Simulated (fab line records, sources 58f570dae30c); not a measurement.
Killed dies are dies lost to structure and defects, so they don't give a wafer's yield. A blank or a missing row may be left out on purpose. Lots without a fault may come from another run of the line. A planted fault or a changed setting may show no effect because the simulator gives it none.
Problem report in the 8D (eight disciplines) form, filled by code | flow berkeley_cmos170 | the parts of the form that need people (team, actions taken, sign-off) are left out

1. THE PROBLEM
heater_power_total_W at UCB170_NWELL_SOFTBAKE_08 reads a mean of 55.93 W on 9 wafers of 3 lots; wafers without a fault read 56.80 W with a standard deviation of 0.046. That is -19 standard deviations from the usual mean.
The step: time 60 s.
First seen on wafer L325.1, day 4 07:16, on litho_track-03. The record holds 36 wafers of 12 lots with a number at this step. Rule for "out", or "out of limits": more than 4 standard deviations from the usual mean. The other wafers with a number count as sound.

2. WHAT IT IS AND WHAT IT IS NOT
question                    | is                                 | is not
which readings at this step | heater_power_total_W, plate_temp_C | -
which lots                  | L325, L328, L329                   | L315, L316, L317, L318, L332, L333, L334, L337, L338
which wafers of those lots  | all that have a number             | -
read on which tools         | litho_track-03                     | litho_track-02, litho_track-04
when                        | from day 4 07:16                   | up to then (12 sound wafers); but 15 sound wafers of L332, L333, L334, L337, L338 came after

3. SUSPECTS, AND WHAT RULES EACH OUT
Counting: a tool at a process step up to the reading stays a suspect if it ran every lot that is out and no sound lot after the first of them.
- litho_track-03 at UCB170_NWELL_SOFTBAKE_08 (time 60 s): kept. It ran every lot that is out, first L325 (day 4 07:16), and no sound lot after that. Its own readings are out on those wafers: heater_power_total_W, plate_temp_C.
Left after counting: litho_track-03 at UCB170_NWELL_SOFTBAKE_08.

4. THE CAUSE (what the simulator had put in)
Process parameter drift: litho_track-03, from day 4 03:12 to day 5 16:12, at UCB170_NWELL_SOFTBAKE_08. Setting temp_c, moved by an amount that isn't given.
Counting left only this tool.

5. THE CHAIN OF EFFECTS, in route order
Each row: a reading whose mean over the struck wafers that have a number lies more than 3 standard deviations from the usual. Only readings for which the record gives a usual standard deviation are gone through. hours: the time from each lot's start at the first step in this table that gives one to its start at this step, as a median over the lots. sigmas: the change in usual standard deviations.
hours | step                     | reading              | usual    | on struck wafers | change | sigmas
0     | UCB170_NWELL_SOFTBAKE_08 | heater_power_total_W | 56.80 W  | 55.93            | -0.87  | -19
0     | UCB170_NWELL_SOFTBAKE_08 | plate_temp_C         | 130.00 C | 128.45           | -1.55  | -11
The process steps in it:
- UCB170_NWELL_SOFTBAKE_08: time 60 s.
Later measuring or inspecting steps at which every struck wafer that the step has a row for has a number for every such reading, and none has moved that far: UCB170_NWELL_OVL_MEAS_12.

6. WHAT WOULD HAVE CAUGHT IT SOONER
In this record the first reading out of limits was taken at day 4 07:16, 4 hours after the fault began at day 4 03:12.
